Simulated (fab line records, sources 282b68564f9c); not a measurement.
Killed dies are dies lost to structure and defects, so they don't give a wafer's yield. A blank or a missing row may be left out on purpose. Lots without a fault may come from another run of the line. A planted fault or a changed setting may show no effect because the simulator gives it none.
fab line records | flow rit_cmos
record lots=13 wafers=39 last_day=7
route steps=202 shown PLDD@123 NSD@140 SDANNEAL@156 PSD@157 NLDD@160 M1@202
lots that met no fault: from a run of the same line without faults
start_h: hours from the record's first day to the start of the lot's first wafer shown | wait_h: hours since the lot's step before | " the same as in the row above | L1.1+2: a row that stands for several wafers | - no value, or no start given | * or withheld: withheld | < > ~ a bound
route shown NAME@n: a module of which the file shows steps, and the number in the route of the first | usual: mean/standard deviation of fault-free wafers | same: alike in all rows | chamber/n: place in a boat | sites: the reading at each site | _std_site: their standard deviation | _edge_site: outer sites' mean less inner sites' | radius_mm: how far each site lies from the wafer's centre | mask NAME#n: copy n | behind: the tool/chamber that last shaped the wafer | hold: why the lot was held/for how many hours/how that ended | device: the transistor (n, p or np) that didn't switch | end of line: the same wafers' tests at the end of the route | a step without rows: its recipe alone | killed: dies lost to structure and defects at the first sort, not the wafer's yield | map: a wafer's dies, x killed, . not, _ none there
set.NAME: the setting as run; set.NAME@STEP: as run at that earlier step | model.NAME: the simulator's own value behind a step, which no gauge read
steps of the route over a sample of lots; a table a step, a row a wafer
services: from which hour (start_h, from the record's first day; less than 0 if before it) a tool's chamber was out of use, for how many hours, and why
## steps
# step RIT_PLDD_STRIP_09
# recipe chemistry=O2 time_s=180 resist=NOVOLAK platen_temp_c=withheld power_w=500 pressure_mtorr=4000 o2_flow_sccm=4123
# usual drypump_motor_current_A=6.0/0.36
# same time_s=180
# columns lot.wafer tool chamber start_h wait_h drypump_motor_current_A rf_hours_counter_h
L892.4 plasma_asher-04 0 45.26 0.1 5.2 -
L892.5 " 1 " " 5.9 -
L892.6 " 0 " " 5.2 -
L893.2 plasma_asher-02 0 48.54 0.1 6.2 41
L893.3 " 0 " " 6.1 -
L893.4 " 1 " " 6.0 -
L894.2 plasma_asher-04 1 53.29 0.1 5.8 25
L894.3 " 1 " " 5.9 -
L894.4 " 0 " " 5.2 -
L897.2 plasma_asher-02 1 69.90 0.1 6.0 43
L897.4 " 1 " " 6.0 -
L897.5 " 0 " " 6.2 -
L900.1 plasma_asher-03 1 84.46 0.1 5.7 42
L900.4 " 1 " " 5.7 -
L900.6 " 1 " " 5.7 -
L901.2 plasma_asher-03 1 88.29 0.1 5.7 43
L901.5 " 0 " " 6.4 -
L901.6 " 1 " " 5.7 -
L902.1 plasma_asher-02 1 95.94 0.1 6.0 46
L902.2 " 0 " " 6.2 46
L902.4 " 1 " " 6.0 -
L905.1 plasma_asher-02 0 109.45 0.1 6.2 47
L905.2 " 1 " " 6.0 47
L905.3 " 1 " " 6.0 -
L907.1 plasma_asher-02 0 120.09 0.1 6.2 49
L907.3 " 0 " " 6.2 -
L907.4 " 1 " " 6.0 -
L909.2 plasma_asher-02 1 129.37 0.1 6.0 50
L909.3 " 1 " " 6.0 -
L909.5 " 0 " " 6.2 -
L911.3 plasma_asher-02 0 142.40 0.1 6.2 -
L911.4 " 1 " " 6.0 -
L911.5 " 0 " " 6.2 -
L913.2 plasma_asher-03 1 148.77 0.1 5.7 48
L913.4 " 0 " " 6.4 -
L913.5 " 1 " " 5.7 -
L915.3 plasma_asher-03 1 158.03 0.1 5.7 -
L915.4 " 0 " " 6.5 -
L915.6 " 1 " " 5.7 -
# step RIT_NSD_STRIP_09
# recipe chemistry=O2 time_s=180 resist=NOVOLAK platen_temp_c=withheld power_w=500 pressure_mtorr=4000 o2_flow_sccm=4000
# usual drypump_motor_current_A=5.7/0.49
# same time_s=180
# columns lot.wafer tool chamber start_h wait_h drypump_motor_current_A rf_hours_counter_h
L892.4 plasma_asher-03 0 49.54 0.1 6.4 -
L892.5 " 0 " " 6.4 -
L892.6 " 1 " " 5.7 -
L893.2 plasma_asher-03 1 52.48 0.1 5.7 39
L893.3 " 1 " " 5.7 -
L893.4 " 0 " " 6.4 -
L894.2 plasma_asher-02 0 58.18 0.1 6.2 42
L894.3 " 1 " " 6.0 -
L894.4 " 0 " " 6.2 -
L897.2 plasma_asher-01 0 74.78 0.1 5.0 47
L897.4 " 1 " " 5.5 -
L897.5 " 0 " " 5.0 -
L900.1 plasma_asher-02 1 88.50 0.1 6.0 45
L900.4 " 0 " " 6.1 -
L900.6 " 0 " " 6.2 -
L901.2 plasma_asher-02 0 92.37 0.1 6.2 45
L901.5 " 0 " " 6.1 -
L901.6 " 1 " " 6.0 -
L902.1 plasma_asher-03 0 100.98 0.1 6.4 44
L902.2 " 1 " " 5.7 44
L902.4 " 1 " " 5.7 -
L905.1 plasma_asher-02 0 113.37 0.1 6.2 48
L905.2 " 1 " " 6.0 48
L905.3 " 1 " " 6.0 -
L907.1 plasma_asher-03 0 124.48 0.1 6.4 47
L907.3 " 0 " " 6.4 -
L907.4 " 1 " " 5.7 -
L909.2 plasma_asher-01 1 133.29 0.1 5.5 2
L909.3 " 1 " " 5.5 -
L909.5 " 0 " " 5.0 -
L911.3 plasma_asher-01 1 146.43 0.1 5.5 -
L911.4 " 0 " " 5.0 -
L911.5 " 0 " " 5.0 -
L913.2 plasma_asher-01 0 152.69 0.1 5.0 5
L913.4 " 1 " " 5.5 -
L913.5 " 1 " " 5.5 -
L915.3 plasma_asher-01 0 161.94 0.1 5.0 -
L915.4 " 1 " " 5.5 -
L915.6 " 1 " " 5.5 -
# step RIT_NSD_TW_MEAS_10
# usual NSD_TW=3117/23
# columns lot.wafer tool chamber start_h wait_h NSD_TW
L892.4 film_metro-01 - 49.68 0.1 3120
L892.5 " - " " 3121
L892.6 " - " " 3116
L893.2 film_metro-02 - 52.67 0.1 3139
L893.3 " - " " 3131
L893.4 " - " " 3133
L894.2 film_metro-02 - 58.37 0.1 3124
L894.3 " - " " 3129
L894.4 " - " " 3147
L897.2 film_metro-02 - 74.96 0.1 3126
L897.4 " - " " 3148
L897.5 " - " " 3133
L900.1 film_metro-01 - 88.67 0.1 3088
L900.4 " - " " 3108
L900.6 " - " " 3078
L901.2 film_metro-03 - 92.56 0.1 3116
L901.5 " - " " 3123
L901.6 " - " " 3111
L902.1 film_metro-01 - 101.16 0.1 3067
L902.2 " - " " 3075
L902.4 " - " " 3074
L905.1 film_metro-01 - 113.54 0.1 3062
L905.2 " - " " 3074
L905.3 " - " " 3085
L907.1 film_metro-02 - 124.65 0.1 3144
L907.3 " - " " 3136
L907.4 " - " " 3142
L909.2 film_metro-03 - 133.47 0.1 3139
L909.3 " - " " 3132
L909.5 " - " " 3165
L911.3 film_metro-02 - 146.57 0.1 3134
L911.4 " - " " 3128
L911.5 " - " " 3140
L913.2 film_metro-01 - 152.87 0.1 3112
L913.4 " - " " 3102
L913.5 " - " " 3112
L915.3 film_metro-01 - 162.08 0.1 3099
L915.4 " - " " 3109
L915.6 " - " " 3100
# step RIT_SDANNEAL_RTA_03
# recipe temp_c=1050 time_s=5 idle_temp_c=600 ramp_up_c_per_s=342 ramp_down_c_per_s=171 cool_to_c=600 ambient=N2
# usual wafer_temp_C_max=1053.5/1.2
# columns lot.wafer tool chamber start_h wait_h wafer_temp_C_max
L892.4 rtp_anneal-01 0 51.81 0.0 1054.3
L892.5 " 0 " " 1052.6
L892.6 " 0 " " 1053.8
L893.2 rtp_anneal-02 0 54.64 0.0 1055.4
L893.3 " 0 " " 1052.5
L893.4 " 0 " " 1054.9
L894.2 rtp_anneal-01 0 60.27 0.0 1051.7
L894.3 " 0 " " 1054.2
L894.4 " 0 " " 1052.4
L897.2 rtp_anneal-02 0 76.84 0.0 1054.7
L897.4 " 0 " " 1052.5
L897.5 " 0 " " 1053.1
L900.1 rtp_anneal-01 0 90.71 0.0 1053.7
L900.4 " 0 " " 1053.6
L900.6 " 0 " " 1054.3
L901.2 rtp_anneal-02 0 94.44 0.0 1054.9
L901.5 " 0 " " 1053.6
L901.6 " 0 " " 1052.2
L902.1 rtp_anneal-01 0 103.15 0.0 1055.3
L902.2 " 0 " " 1052.5
L902.4 " 0 " " 1054.5
L905.1 rtp_anneal-02 0 115.52 0.0 1054.6
L905.2 " 0 " " 1054.4
L905.3 " 0 " " 1052.4
L907.1 rtp_anneal-02 0 126.51 0.0 1051.9
L907.3 " 0 " " 1052.7
L907.4 " 0 " " 1052.1
L909.2 rtp_anneal-02 0 135.45 0.0 1052.8
L909.3 " 0 " " 1053.8
L909.5 " 0 " " 1053.3
L911.3 rtp_anneal-02 0 148.42 0.0 1053.9
L911.4 " 0 " " 1053.8
L911.5 " 0 " " 1053.8
L913.2 rtp_anneal-02 0 154.84 0.0 1054.5
L913.4 " 0 " " 1054.3
L913.5 " 0 " " 1054.3
L915.3 rtp_anneal-02 0 164.05 0.0 1053.4
L915.4 " 0 " " 1054.0
L915.6 " 0 " " 1053.9
# step RIT_SDANNEAL_RS_MEAS_04
# recipe thk_meas_gauge=four-point-probe
# usual PSD_RS=115.92/0.26
# columns lot.wafer tool chamber start_h wait_h PSD_RS[ohm/sq]
L892.4 film_metro-01 - 51.90 0.1 116.17
L892.5 " - " " 116.17
L892.6 " - " " 116.03
L893.2 film_metro-01 - 54.71 0.1 116.01
L893.3 " - " " 116.12
L893.4 " - " " 116.16
L894.2 film_metro-02 - 60.34 0.1 116.42
L894.3 " - " " 116.23
L894.4 " - " " 116.19
L897.2 film_metro-02 - 76.91 0.1 116.08
L897.4 " - " " 116.39
L897.5 " - " " 116.08
L900.1 film_metro-01 - 90.77 0.0 97.57
L900.4 " - " " 97.59
L900.6 " - " " 98.06
L901.2 film_metro-01 - 94.51 0.1 115.71
L901.5 " - " " 116.34
L901.6 " - " " 115.90
L902.1 film_metro-03 - 103.21 0.0 97.25
L902.2 " - " " 97.66
L902.4 " - " " 97.23
L905.1 film_metro-01 - 115.58 0.0 115.86
L905.2 " - " " 116.14
L905.3 " - " " 116.05
L907.1 film_metro-03 - 126.57 0.0 116.13
L907.3 " - " " 115.83
L907.4 " - " " 115.81
L909.2 film_metro-01 - 135.51 0.1 115.39
L909.3 " - " " 115.84
L909.5 " - " " 115.82
L911.3 film_metro-03 - 148.50 0.1 115.76
L911.4 " - " " 115.53
L911.5 " - " " 115.55
L913.2 film_metro-01 - 154.91 0.1 115.80
L913.4 " - " " 115.51
L913.5 " - " " 115.69
L915.3 film_metro-01 - 164.13 0.1 115.41
L915.4 " - " " 115.57
L915.6 " - " " 115.80
# step RIT_SDANNEAL_RS_MEAS_05
# recipe thk_meas_gauge=four-point-probe
# usual NSD_RS=84.5/0.33
# columns lot.wafer tool chamber start_h wait_h NSD_RS[ohm/sq]
L892.4 film_metro-01 - 52.02 0.1 84.5
L892.5 " - " " 84.7
L892.6 " - " " 84.3
L893.2 film_metro-01 - 54.83 0.1 84.3
L893.3 " - " " 84.6
L893.4 " - " " 84.9
L894.2 film_metro-02 - 60.46 0.1 84.5
L894.3 " - " " 84.6
L894.4 " - " " 84.6
L897.2 film_metro-02 - 77.03 0.1 84.3
L897.4 " - " " 84.3
L897.5 " - " " 84.0
L900.1 film_metro-01 - 90.89 0.1 80.6
L900.4 " - " " 80.6
L900.6 " - " " 81.0
L901.2 film_metro-01 - 94.63 0.1 84.5
L901.5 " - " " 84.8
L901.6 " - " " 84.6
L902.1 film_metro-03 - 103.33 0.1 81.5
L902.2 " - " " 81.2
L902.4 " - " " 81.3
L905.1 film_metro-01 - 115.70 0.1 84.7
L905.2 " - " " 85.0
L905.3 " - " " 84.8
L907.1 film_metro-03 - 126.69 0.1 84.5
L907.3 " - " " 84.8
L907.4 " - " " 84.5
L909.2 film_metro-01 - 135.63 0.1 84.1
L909.3 " - " " 83.8
L909.5 " - " " 84.2
L911.3 film_metro-03 - 148.62 0.1 84.3
L911.4 " - " " 84.3
L911.5 " - " " 84.4
L913.2 film_metro-01 - 155.03 0.1 84.3
L913.4 " - " " 84.3
L913.5 " - " " 84.3
L915.3 film_metro-01 - 164.25 0.1 84.2
L915.4 " - " " 84.0
L915.6 " - " " 84.1
# step RIT_SDANNEAL_RS_MEAS_06
# recipe thk_meas_gauge=four-point-probe
# usual PLDD_RS=178.7/0.43
# columns lot.wafer tool chamber start_h wait_h PLDD_RS[ohm/sq]
L892.4 film_metro-01 - 52.14 0.1 177.9
L892.5 " - " " 178.5
L892.6 " - " " 178.4
L893.2 film_metro-01 - 54.95 0.1 178.7
L893.3 " - " " 178.8
L893.4 " - " " 178.8
L894.2 film_metro-02 - 60.58 0.1 178.9
L894.3 " - " " 178.4
L894.4 " - " " 178.9
L897.2 film_metro-02 - 77.15 0.1 178.7
L897.4 " - " " 179.1
L897.5 " - " " 178.9
L900.1 film_metro-01 - 91.01 0.1 161.4
L900.4 " - " " 161.6
L900.6 " - " " 161.5
L901.2 film_metro-01 - 94.75 0.1 178.6
L901.5 " - " " 178.9
L901.6 " - " " 178.6
L902.1 film_metro-03 - 103.45 0.1 161.7
L902.2 " - " " 161.9
L902.4 " - " " 161.3
L905.1 film_metro-01 - 115.82 0.1 179.0
L905.2 " - " " 179.3
L905.3 " - " " 179.3
L907.1 film_metro-03 - 126.81 0.1 178.8
L907.3 " - " " 178.1
L907.4 " - " " 178.6
L909.2 film_metro-01 - 135.75 0.1 178.4
L909.3 " - " " 178.7
L909.5 " - " " 178.3
L911.3 film_metro-03 - 148.74 0.1 178.5
L911.4 " - " " 178.5
L911.5 " - " " 178.7
L913.2 film_metro-01 - 155.15 0.1 178.4
L913.4 " - " " 178.4
L913.5 " - " " 178.1
L915.3 film_metro-01 - 164.37 0.1 178.0
L915.4 " - " " 178.6
L915.6 " - " " 179.3
# step RIT_SDANNEAL_RS_MEAS_07
# recipe thk_meas_gauge=four-point-probe
# usual NLDD_RS=151.6/0.67
# columns lot.wafer tool chamber start_h wait_h NLDD_RS[ohm/sq]
L892.4 film_metro-01 - 52.26 0.1 151.8
L892.5 " - " " 152.2
L892.6 " - " " 152.2
L893.2 film_metro-01 - 55.07 0.1 151.8
L893.3 " - " " 151.7
L893.4 " - " " 151.0
L894.2 film_metro-02 - 60.70 0.1 152.1
L894.3 " - " " 152.4
L894.4 " - " " 152.1
L897.2 film_metro-02 - 77.27 0.1 151.5
L897.4 " - " " 152.6
L897.5 " - " " 151.5
L900.1 film_metro-01 - 91.13 0.1 148.1
L900.4 " - " " 148.1
L900.6 " - " " 147.9
L901.2 film_metro-01 - 94.87 0.1 151.8
L901.5 " - " " 151.4
L901.6 " - " " 152.1
L902.1 film_metro-03 - 103.57 0.1 148.2
L902.2 " - " " 149.1
L902.4 " - " " 148.9
L905.1 film_metro-01 - 115.94 0.1 152.2
L905.2 " - " " 152.3
L905.3 " - " " 152.7
L907.1 film_metro-03 - 126.93 0.1 153.1
L907.3 " - " " 153.5
L907.4 " - " " 153.5
L909.2 film_metro-01 - 135.87 0.1 151.2
L909.3 " - " " 150.8
L909.5 " - " " 151.2
L911.3 film_metro-03 - 148.86 0.1 151.1
L911.4 " - " " 150.7
L911.5 " - " " 150.6
L913.2 film_metro-01 - 155.27 0.1 152.1
L913.4 " - " " 151.3
L913.5 " - " " 152.4
L915.3 film_metro-01 - 164.49 0.1 151.9
L915.4 " - " " 152.5
L915.6 " - " " 151.7
# step RIT_M1_PROBE_99
# usual killed_at_M0_to_M3=0.0/0.14 killed_at_contacts=0.1/0.23 killed_at_front_end=7.3/2.9 killed_dies=7.3/3 killed_on_rim=1.9/1.5 killed_open=3.6/1.8 killed_short=3.7/2.1
# same gross_dies=264 killed_at_M4_up=0 killed_at_back_side=0 killed_at_other=0
# columns lot.wafer tool chamber start_h wait_h killed_at_M0_to_M3 killed_at_contacts killed_at_front_end killed_dies killed_on_rim killed_open killed_short
L892.4 prober-02 - 59.71 0.2 0 0 5 5 0 4 1
L892.5 prober-02 - 59.76 0.2 0 0 12 12 0 5 7
L892.6 prober-02 - 59.81 0.2 0 1 9 10 0 6 4
L893.2 prober-01 - 62.32 0.1 0 0 6 6 1 3 3
L893.3 prober-01 - 62.37 0.2 0 0 9 9 1 3 6
L893.4 prober-01 - 62.42 0.2 0 0 5 5 1 3 2
L894.2 prober-02 - 67.73 0.1 0 0 5 5 0 2 3
L894.3 prober-02 - 67.78 0.2 0 1 10 11 1 3 8
L894.4 prober-02 - 67.83 0.2 0 0 8 8 0 5 3
L897.2 prober-01 - 84.30 0.1 0 0 12 12 4 7 5
L897.4 prober-01 - 84.40 0.2 0 0 6 6 1 4 2
L897.5 prober-01 - 84.45 0.2 0 0 6 6 1 4 2
L900.1 prober-02 - 98.44 0.1 0 0 5 5 1 3 2
L900.4 prober-02 - 98.59 0.2 0 0 11 11 3 6 5
L900.6 prober-02 - 98.69 0.2 1 0 8 9 1 4 5
L901.2 prober-01 - 102.17 0.1 0 0 5 5 1 4 1
L901.5 prober-01 - 102.32 0.2 0 0 9 9 1 3 6
L901.6 prober-01 - 102.37 0.2 0 0 5 5 2 2 3
L902.1 prober-02 - 110.98 0.1 0 0 7 7 2 3 4
L902.2 prober-02 - 111.03 0.1 0 0 12 12 3 4 8
L902.4 prober-02 - 111.13 0.2 0 0 8 8 1 1 7
L905.1 prober-01 - 123.67 0.1 0 0 8 8 1 4 4
L905.2 prober-01 - 123.72 0.1 0 0 6 6 3 4 2
L905.3 prober-01 - 123.77 0.2 0 0 8 8 3 6 2
L907.1 prober-01 - 134.08 0.1 0 0 7 7 2 3 4
L907.3 prober-01 - 134.18 0.2 0 0 9 9 3 5 4
L907.4 prober-01 - 134.23 0.2 0 0 5 5 1 2 3
L909.2 prober-01 - 143.48 0.1 0 1 7 8 3 3 5
L909.3 prober-01 - 143.53 0.2 0 0 4 4 0 1 3
L909.5 prober-01 - 143.63 0.2 0 0 5 5 0 1 4
L911.3 prober-01 - 155.80 0.2 0 0 8 8 2 2 6
L911.4 prober-01 - 155.85 0.2 1 0 7 8 1 4 4
L911.5 prober-01 - 155.90 0.2 0 0 7 7 3 4 3
L913.2 prober-01 - 162.40 0.1 0 0 4 4 1 2 2
L913.4 prober-01 - 162.50 0.2 0 0 9 9 3 3 6
L913.5 prober-01 - 162.55 0.2 0 0 7 7 1 7 0
L915.3 prober-01 - 171.88 0.2 0 0 13 13 6 6 5
L915.4 prober-01 - 171.93 0.2 0 0 8 8 4 7 1
L915.6 prober-01 - 172.03 0.2 0 0 5 5 1 2 3
# killed by level:class
L892.4 GATE:geometric_particle:open=3 GATE:geometric_particle:short=1 SPACER:geometric_particle:open=1
L892.5 GATE:geometric_particle:short=4 FOX1:geometric_particle:short=2 GATE:geometric_particle:open=2 FOX1:geometric_particle:open=1 REOX:geometric_particle:short=1 SPACER:geometric_particle:open=1 SILICIDE:geometric_particle:open=1
L892.6 GATE:geometric_particle:open=4 GATE:geometric_particle:short=3 FOX2:geometric_particle:short=1 REOX:geometric_particle:open=1 CONTACT:geometric_particle:open=1
L893.2 FOX1:geometric_particle:short=2 GATE:geometric_particle:open=1 REOX:geometric_particle:open=1 SPACER:geometric_particle:short=1 SILICIDE:geometric_particle:open=1
L893.3 SPACER:geometric_particle:short=3 GATE:geometric_particle:short=2 FOX1:geometric_particle:open=1 FOX2:geometric_particle:open=1 GATE:geometric_particle:open=1 SILICIDE:geometric_particle:short=1
L893.4 GATE:geometric_particle:short=1 GATE:geometric_particle:open=1 REOX:geometric_particle:open=1 REOX:geometric_particle:short=1 SILICIDE:geometric_particle:open=1
L894.2 GATE:geometric_particle:short=2 FOX1:geometric_particle:short=1 FOX2:geometric_particle:open=1 GATE:geometric_particle:open=1
L894.3 GATE:geometric_particle:short=5 FOX1:geometric_particle:open=1 FOX2:geometric_particle:open=1 FOX2:geometric_particle:short=1 GATE:geometric_particle:open=1 SILICIDE:geometric_particle:short=1 CONTACT:geometric_particle:short=1
L894.4 GATE:geometric_particle:open=4 GATE:geometric_particle:short=3 SPACER:geometric_particle:open=1
L897.2 REOX:geometric_particle:short=4 FOX1:geometric_particle:open=3 GATE:geometric_particle:open=2 GATE:geometric_particle:short=1 SPACER:geometric_particle:open=1 SILICIDE:geometric_particle:open=1
L897.4 FOX1:geometric_particle:open=2 GATE:geometric_particle:short=1 GATE:geometric_particle:open=1 SPACER:geometric_particle:short=1 SILICIDE:geometric_particle:open=1
L897.5 GATE:geometric_particle:open=2 FOX1:geometric_particle:open=1 FOX2:geometric_particle:open=1 GATE:geometric_particle:short=1 SILICIDE:geometric_particle:short=1
L900.1 FOX1:geometric_particle:open=1 FOX1:geometric_particle:short=1 GATE:geometric_particle:short=1 GATE:geometric_particle:open=1 SPACER:geometric_particle:open=1
L900.4 GATE:geometric_particle:open=3 GATE:geometric_particle:short=3 FOX1:geometric_particle:open=2 FOX1:geometric_particle:short=1 REOX:geometric_particle:short=1 SILICIDE:geometric_particle:open=1
L900.6 GATE:geometric_particle:open=3 GATE:geometric_particle:short=2 REOX:geometric_particle:short=2 FOX1:geometric_particle:open=1 M1:geometric_particle:short=1
L901.2 GATE:geometric_particle:open=3 GATE:geometric_particle:short=1 REOX:geometric_particle:open=1
L901.5 GATE:geometric_particle:short=2 SPACER:geometric_particle:short=2 FOX1:geometric_particle:short=1 FOX2:geometric_particle:open=1 GATE:geometric_particle:open=1 SILICIDE:geometric_particle:open=1 SILICIDE:geometric_particle:short=1
L901.6 GATE:geometric_particle:short=2 FOX1:geometric_particle:short=1 FOX1:geometric_particle:open=1 REOX:geometric_particle:open=1
L902.1 FOX1:geometric_particle:short=2 GATE:geometric_particle:open=2 SPACER:geometric_particle:short=1 SILICIDE:geometric_particle:open=1 SILICIDE:geometric_particle:short=1
L902.2 SPACER:geometric_particle:short=3 SPACER:geometric_particle:open=3 GATE:geometric_particle:short=2 SILICIDE:geometric_particle:short=2 FOX1:geometric_particle:open=1 FOX2:geometric_particle:short=1
L902.4 SPACER:geometric_particle:short=4 FOX1:geometric_particle:short=3 GATE:geometric_particle:open=1
L905.1 FOX2:geometric_particle:open=2 SPACER:geometric_particle:short=2 GATE:geometric_particle:short=1 REOX:geometric_particle:open=1 REOX:geometric_particle:short=1 SPACER:geometric_particle:open=1
L905.2 SPACER:geometric_particle:open=2 GATE:geometric_particle:short=1 REOX:geometric_particle:open=1 SILICIDE:geometric_particle:open=1 SILICIDE:geometric_particle:short=1
L905.3 GATE:geometric_particle:open=4 GATE:geometric_particle:short=1 REOX:geometric_particle:open=1 SILICIDE:geometric_particle:short=1 SILICIDE:geometric_particle:open=1
L907.1 FOX1:geometric_particle:open=2 GATE:geometric_particle:short=2 FOX1:geometric_particle:short=1 FOX2:geometric_particle:short=1 REOX:geometric_particle:open=1
L907.3 GATE:geometric_particle:short=4 GATE:geometric_particle:open=2 REOX:geometric_particle:open=1 SPACER:geometric_particle:open=1 SILICIDE:geometric_particle:open=1
L907.4 GATE:geometric_particle:open=2 FOX1:geometric_particle:short=1 GATE:geometric_particle:short=1 REOX:geometric_particle:short=1
L909.2 REOX:geometric_particle:short=2 FOX1:geometric_particle:open=1 GATE:geometric_particle:short=1 REOX:geometric_particle:open=1 SPACER:geometric_particle:short=1 SPACER:geometric_particle:open=1 CONTACT:geometric_particle:short=1
L909.3 FOX1:geometric_particle:short=2 FOX1:geometric_particle:open=1 REOX:geometric_particle:short=1
L909.5 GATE:geometric_particle:short=3 GATE:geometric_particle:open=1 REOX:geometric_particle:short=1
L911.3 SPACER:geometric_particle:short=4 FOX1:geometric_particle:short=1 FOX1:geometric_particle:open=1 GATE:geometric_particle:short=1 GATE:geometric_particle:open=1
L911.4 GATE:geometric_particle:open=2 SPACER:geometric_particle:short=2 FOX1:geometric_particle:open=1 FOX2:geometric_particle:short=1 REOX:geometric_particle:open=1 M1:geometric_particle:short=1
L911.5 GATE:geometric_particle:short=2 GATE:geometric_particle:open=2 FOX1:geometric_particle:short=1 REOX:geometric_particle:open=1 SPACER:geometric_particle:open=1
L913.2 GATE:geometric_particle:short=1 GATE:geometric_particle:open=1 REOX:geometric_particle:short=1 SPACER:geometric_particle:open=1
L913.4 GATE:geometric_particle:short=2 SILICIDE:geometric_particle:short=2 SILICIDE:geometric_particle:open=2 FOX1:geometric_particle:short=1 FOX2:geometric_particle:short=1 REOX:geometric_particle:open=1
L913.5 FOX1:geometric_particle:open=2 REOX:geometric_particle:open=2 SILICIDE:geometric_particle:open=2 FOX2:geometric_particle:open=1
L915.3 GATE:geometric_particle:open=4 GATE:geometric_particle:short=4 NLDD:coat_microbubble_printed=2 FOX2:geometric_particle:open=1 REOX:geometric_particle:short=1 REOX:geometric_particle:open=1
L915.4 GATE:geometric_particle:open=4 FOX1:geometric_particle:short=1 FOX2:geometric_particle:open=1 REOX:geometric_particle:open=1 SPACER:geometric_particle:open=1
L915.6 GATE:geometric_particle:short=2 GATE:geometric_particle:open=2 REOX:geometric_particle:short=1
## services
# columns tool chamber start_h hours kind
plasma_asher-04 - 29.74 2.5 repair
plasma_asher-01 - 108.75 9.0 pm
plasma_asher-01 0 108.75 9.0 vent_cycle
plasma_asher-01 1 108.75 9.0 vent_cycle
plasma_asher-01 0 117.75 - clean
plasma_asher-01 1 117.75 - clean
plasma_asher-03 - 127.60 15.7 repair
## key
first_sign step=RIT_SDANNEAL_RS_MEAS_04 reading=PSD_RS direction=down sigmas=71 usual=115.92 struck=97.56
effect step=RIT_SDANNEAL_RS_MEAS_05 reading=NSD_RS direction=down sigmas=10 usual=84.5 struck=81.0
effect step=RIT_SDANNEAL_RS_MEAS_06 reading=PLDD_RS direction=down sigmas=40 usual=178.7 struck=161.6
effect step=RIT_SDANNEAL_RS_MEAS_07 reading=NLDD_RS direction=down sigmas=4.8 usual=151.6 struck=148.4
met_at RIT_SDANNEAL_RTA_03
struck_lots L900,L902
tester_left_out L900,L902
not_acting_at RIT_PLDD_STRIP_09,RIT_NSD_STRIP_09,RIT_NSD_TW_MEAS_10
onset_between 60.27 90.71
fault kind=process_parameter_drift tool=rtp_anneal-01 chamber=- onset_h=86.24 steps=RIT_SDANNEAL_RTA_03 channel=time_s offset=* shape=step end_h=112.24 acts_in=* stated=*
# tester_left_out: of these lots the tester's yield and bins aren't shown, on N5 and GAA mostly nor the transistor test; their killed dies are dies lost to structure and defects alone, not to doping, threshold or leakage, so they don't give the yield
